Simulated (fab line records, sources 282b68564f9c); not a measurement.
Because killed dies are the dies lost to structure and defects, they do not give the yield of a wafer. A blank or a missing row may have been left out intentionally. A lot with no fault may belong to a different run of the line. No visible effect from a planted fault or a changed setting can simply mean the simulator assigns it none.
Which tool was responsible?	flow rit_cmos	7 lots with 21 wafers sampled at 2 steps, on a route of 202 steps

== WHAT THE GAUGES SHOWED, per wafer ==
RIT_SDANNEAL_RS_MEAS_04: a four-point-probe measurement.
lot	measured	on	PSD_RS (ohm/sq)
L323	day 3 13:52	film_metro-01	115.70 116.38 115.78
L325	day 3 20:14	film_metro-02	115.57 115.37 115.28
L327	day 4 15:17	film_metro-02	115.99 116.24 115.64
L329	day 4 18:42	film_metro-03	108.69 108.78 108.50
L334	day 5 18:11	film_metro-03	116.18 115.79 115.99
L339	day 6 21:10	film_metro-01	115.95 115.66 115.92
L341	day 7 07:47	film_metro-01	115.99 115.78 116.03

== WHICH TOOL RAN EACH LOT (tool, then ch and the chambers of the sampled wafers, then the start) ==
lot	RIT_PSD_IMPLANT_08
L323	implanter-02 ch 0, day 3 12:32
L325	implanter-02 ch 0, day 3 19:16
L327	implanter-02 ch 0, day 4 14:26
L329	implanter-02 ch 0, day 4 17:54
L334	implanter-04 ch 0, day 5 17:19
L339	implanter-04 ch 0, day 6 20:22
L341	implanter-04 ch 0, day 7 06:58
- RIT_PSD_IMPLANT_08

== THE ANSWER, worked out from the rows above alone ==
Rule: what is usual is taken from the lots themselves. The widest of any qualifying gaps counts: lots, ordered by their means at a reading, are off when they make up no more than a third of the lots, leave a main group of 4 or more, and stand apart from it by 3 or more times the standard deviation of that group's means. If all means in a main group match to the digits the tables above print for the reading, that group is not used. Also off: a lot with no number at a reading for which 4 or more lots have one. Any other lot the step has rows for is counted as sound.
Off: L329, seen at RIT_SDANNEAL_RS_MEAS_04 (PSD_RS). Main group: mean 115.85 ohm/sq, sd 0.2.
If a tool, at a process step before that reading, ran all the lots that are off and no sound lot after the first of them, it fits. The gauges at RIT_SDANNEAL_RS_MEAS_04 are tried like those tools. One fits: RIT_PSD_IMPLANT_08 on implanter-02. A fault onset in the window from L327 (day 4 14:26, its last sound lot) to L329 (day 4 17:54, its first lot off) fits.

== WHAT WAS PUT IN BY THE SIMULATOR ==
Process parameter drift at RIT_PSD_IMPLANT_08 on implanter-02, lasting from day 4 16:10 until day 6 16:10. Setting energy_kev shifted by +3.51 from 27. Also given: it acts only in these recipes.
Shown lots that were struck: L329. The rule above reached the same finding.
